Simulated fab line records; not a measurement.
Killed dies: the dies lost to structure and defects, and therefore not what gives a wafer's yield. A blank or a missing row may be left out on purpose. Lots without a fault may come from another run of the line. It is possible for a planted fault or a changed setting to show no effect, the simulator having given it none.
Code-filled problem report in 8D (eight disciplines) form / flow berkeley_cmos170 / the parts of the form that need people (team, actions taken, sign-off) are left out

== 1. THE PROBLEM ==
Mean PVT_TW at UCB170_PVT_TW_MEAS_09: 464 over 6 wafers in 2 lots; fault-free wafers: 512, standard deviation 3.3. Relative to the usual mean, that is a shift of -15 standard deviations.
The first sign was on wafer L824.3 at day 8 23:40, on film_metro-02. The record holds 42 wafers of 14 lots with a number at this step. The rule behind "out" and "out of limits": a value lying over 4 standard deviations away from the usual mean. The rest of the wafers with a number are treated as sound.

== 2. WHAT IT IS, AND WHAT IT ISN'T ==
question=which readings at this step | is=PVT_TW | is not=-
question=which lots | is=L824, L826 | is not=L819, L820, L821, L822, L831, L832, L833, L836, L838, L840, L841, L842
question=which wafers of those lots | is=all that have a number | is not=-
question=read on which gauges | is=film_metro-02, film_metro-04 | is not=film_metro-01
question=when | is=from day 8 23:40 | is not=up to then (12 sound wafers); but 24 sound wafers of L831, L832, L833, L836, L838, L840, L841, L842 came after

== 3. WHAT RULES OUT EACH SUSPECT ==
Counting: a tool at any process step up to the reading remains a suspect when it ran all the lots that are out and ran no sound lot after the first of those.
- ruled out: the gauge at UCB170_PVT_TW_MEAS_09. Those wafers that are out were read across 2 gauges (film_metro-02, film_metro-04).
- implanter-04 at UCB170_PVT_IMPLANT_07: ruled out as a lasting fault. After its first lot that is out, L824 (day 8 23:27), sound lots L842, L841 ran on it.
Left after counting: nothing in the record.

== 4. THE CAUSE (what the simulator had put in) ==
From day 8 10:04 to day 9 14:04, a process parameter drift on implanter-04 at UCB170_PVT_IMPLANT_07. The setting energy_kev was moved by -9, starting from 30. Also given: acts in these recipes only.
Counting ruled it out, wrongly: the rule takes a fault to strike every lot that its tool runs from its start on, and this one did not.

== 5. SEQUENCE OF EFFECTS, ordered by route ==
Each row: a reading whose mean over the struck wafers that have a number lies more than 3 standard deviations from the usual. Readings are gone through only where the record gives a usual standard deviation; hours: the median, over the lots, of the time from a lot's start at the first step in this table giving one to that lot's start at this step; sigmas: the change measured in usual standard deviations.
hours=0; step=UCB170_PVT_IMPLANT_07; reading=beam_energy_keV; usual=30.000; on struck wafers=20.995; change=-9.005; sigmas=-99 or more
hours=0; step=UCB170_PVT_TW_MEAS_09; reading=PVT_TW; usual=512; on struck wafers=464; change=-48; sigmas=-15
Its process steps:
- UCB170_PVT_IMPLANT_07
Later measuring or inspecting steps at which every struck wafer that the step has a row for has a number for every such reading, and none has moved that far: UCB170_GATE_CD_MEAS_12.

== 6. WHAT WOULD HAVE CAUGHT IT SOONER ==
14 hours passed between the start of the fault at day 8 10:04 and the first reading out of limits at a measuring or inspecting step in this record, taken at day 8 23:40.
Tool's own readings at UCB170_PVT_IMPLANT_07, beam_energy_keV: out on all struck wafers the step has rows for; an alarm limit on them would have tripped on the first.
